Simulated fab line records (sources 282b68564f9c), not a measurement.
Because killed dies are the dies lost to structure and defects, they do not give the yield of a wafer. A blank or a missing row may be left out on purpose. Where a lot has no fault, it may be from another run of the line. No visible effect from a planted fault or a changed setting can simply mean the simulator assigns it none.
Lot-split experiment / flow ritCmos / 23 wafers read across 5 lots, on a route 202 steps long

== THE SPLIT ==
At RIT_SILICIDE_SPUTTER_01 (material Ti, target thk 30 nm, time 240 s), the setting powerW was moved away from the recipe's 350 W on 9 of the 23 wafers read, by +8.8% to +9.5%. The other wafers ran this setting at the recipe's value.

== FROM THE SPLIT ON TO THE READING: in between, the file shows 1 step ==
- RIT_SILICIDE_RS_MEAS_02: measures by four-point-probe

== THE READING ==
SILICIDE_TI_THK, in nm, at RIT_SILICIDE_THK_MEAS_03 (measures by xrf). On this fab line, fault-free wafers typically give 29.9 nm with a standard deviation of 0.39 nm.

wafer=L075.1; tool, chamber at the split=pvdSputter-04, -; powerW as run, W=350; against the recipe=recipe; SILICIDE_TI_THK, nm=29.4; against lot-mates on the recipe=-
wafer=L075.2; tool, chamber at the split=pvdSputter-04, -; powerW as run, W=350; against the recipe=recipe; SILICIDE_TI_THK, nm=29.0; against lot-mates on the recipe=-
wafer=L075.4; tool, chamber at the split=pvdSputter-04, -; powerW as run, W=350; against the recipe=recipe; SILICIDE_TI_THK, nm=30.3; against lot-mates on the recipe=-
wafer=L075.5; tool, chamber at the split=pvdSputter-04, -; powerW as run, W=350; against the recipe=recipe; SILICIDE_TI_THK, nm=29.9; against lot-mates on the recipe=-
wafer=L075.6; tool, chamber at the split=pvdSputter-04, -; powerW as run, W=350; against the recipe=recipe; SILICIDE_TI_THK, nm=30.2; against lot-mates on the recipe=-
wafer=L079.2; tool, chamber at the split=pvdSputter-02, -; powerW as run, W=350; against the recipe=recipe; SILICIDE_TI_THK, nm=30.5; against lot-mates on the recipe=-
wafer=L079.3; tool, chamber at the split=pvdSputter-02, -; powerW as run, W=383.3; against the recipe=+9.5%; SILICIDE_TI_THK, nm=32.8; against lot-mates on the recipe=+2.5
wafer=L079.4; tool, chamber at the split=pvdSputter-02, -; powerW as run, W=383.3; against the recipe=+9.5%; SILICIDE_TI_THK, nm=33.3; against lot-mates on the recipe=+3.0
wafer=L079.5; tool, chamber at the split=pvdSputter-02, -; powerW as run, W=350; against the recipe=recipe; SILICIDE_TI_THK, nm=30.1; against lot-mates on the recipe=-
wafer=L079.6; tool, chamber at the split=pvdSputter-02, -; powerW as run, W=383.3; against the recipe=+9.5%; SILICIDE_TI_THK, nm=32.8; against lot-mates on the recipe=+2.5
wafer=L080.2; tool, chamber at the split=pvdSputter-01, -; powerW as run, W=350; against the recipe=recipe; SILICIDE_TI_THK, nm=30.3; against lot-mates on the recipe=-
wafer=L080.3; tool, chamber at the split=pvdSputter-01, -; powerW as run, W=382.9; against the recipe=+9.4%; SILICIDE_TI_THK, nm=32.5; against lot-mates on the recipe=+2.1
wafer=L080.4; tool, chamber at the split=pvdSputter-01, -; powerW as run, W=382.9; against the recipe=+9.4%; SILICIDE_TI_THK, nm=33.4; against lot-mates on the recipe=+3.0
wafer=L080.5; tool, chamber at the split=pvdSputter-01, -; powerW as run, W=350; against the recipe=recipe; SILICIDE_TI_THK, nm=30.5; against lot-mates on the recipe=-
wafer=L080.6; tool, chamber at the split=pvdSputter-01, -; powerW as run, W=382.9; against the recipe=+9.4%; SILICIDE_TI_THK, nm=32.9; against lot-mates on the recipe=+2.5
wafer=L082.2; tool, chamber at the split=pvdSputter-01, -; powerW as run, W=350; against the recipe=recipe; SILICIDE_TI_THK, nm=29.8; against lot-mates on the recipe=-
wafer=L082.3; tool, chamber at the split=pvdSputter-01, -; powerW as run, W=350; against the recipe=recipe; SILICIDE_TI_THK, nm=29.9; against lot-mates on the recipe=-
wafer=L082.4; tool, chamber at the split=pvdSputter-01, -; powerW as run, W=380.9; against the recipe=+8.8%; SILICIDE_TI_THK, nm=32.5; against lot-mates on the recipe=+2.6
wafer=L082.5; tool, chamber at the split=pvdSputter-01, -; powerW as run, W=380.9; against the recipe=+8.8%; SILICIDE_TI_THK, nm=32.5; against lot-mates on the recipe=+2.6
wafer=L082.6; tool, chamber at the split=pvdSputter-01, -; powerW as run, W=380.9; against the recipe=+8.8%; SILICIDE_TI_THK, nm=31.7; against lot-mates on the recipe=+1.8
wafer=L084.1; tool, chamber at the split=pvdSputter-01, -; powerW as run, W=350; against the recipe=recipe; SILICIDE_TI_THK, nm=29.5; against lot-mates on the recipe=-
wafer=L084.2; tool, chamber at the split=pvdSputter-01, -; powerW as run, W=350; against the recipe=recipe; SILICIDE_TI_THK, nm=30.2; against lot-mates on the recipe=-
wafer=L084.6; tool, chamber at the split=pvdSputter-01, -; powerW as run, W=350; against the recipe=recipe; SILICIDE_TI_THK, nm=30.0; against lot-mates on the recipe=-

FIT RESULTS
A straight line over all 23 wafers: SILICIDE_TI_THK changes by +0.298 nm for each +1% of powerW; r = +0.96; the points scatter about the line by 0.44 nm.
The same after taking each lot's own level away (the mean of its wafers on the recipe; 23 wafers): +0.274 nm for each +1%; r = +0.96; scatter 0.35 nm.
Per that fit: largest powerW move, reading shift of 2.6 nm.
Measured against the standard deviation above, the lots' own levels, which go from 29.76 to 30.40 nm, span 1.6 times it.
Hence the lot-to-lot level has little effect on the slope; both slopes agree.
Check: +2.62 nm against its lot-mates is what the line predicts for one of the wafers moved furthest among these (+9.5%) when that wafer is left out of the fit. It came out at +2.5 nm against them.

== OTHER SPLITS ON THESE WAFERS ==
These wafers also went through other splits before the reading. Each is held against what the fit with the lots' levels taken away leaves over:
other split on the same wafers=RIT_SPACER_CVD_03 timeS; wafers away from the commonest value=15; r with SILICIDE_TI_THK (lot level and that fit taken away)=-0.03
other split on the same wafers=RIT_SDANNEAL_CLEAN_00 tempC; wafers away from the commonest value=10; r with SILICIDE_TI_THK (lot level and that fit taken away)=+0.02

== THE WHOLE CHAIN: every reading that the file lists as answering this split, in the file's order ==
step=RIT_SILICIDE_SPUTTER_01; what it does=material Ti, target thk 30 nm, time 240 s; reading=Ti_of_SILICIDE_SPUTTER_01.thkNm (the simulator's own value, which no gauge read); change (the file's fit)=+0.267 nm for each +1% of the setting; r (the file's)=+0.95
step=RIT_SILICIDE_RS_MEAS_02; what it does=measures by four-point-probe; reading=SILICIDE_TI_RS; change (the file's fit)=-0.488 for each +1% of the setting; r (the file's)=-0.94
step=RIT_SILICIDE_THK_MEAS_03; what it does=measures by xrf; reading=SILICIDE_TI_THK; change (the file's fit)=+0.273 for each +1% of the setting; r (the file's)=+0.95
step=RIT_M1_METAL_ETCH_12; what it does=etches Al in Cl2/BCl3, stops on SiO2, time 165 s, target depth 600 nm; reading=SiO2_of_CONTACT_CVD_00.thkNm (the simulator's own value, which no gauge read); change (the file's fit)=+0.677 nm for each +1% of the setting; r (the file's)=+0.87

== THE FILE'S OWN FIT ==
SILICIDE_TI_THK changes by +0.273 nm for each +1% of powerW, r = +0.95.
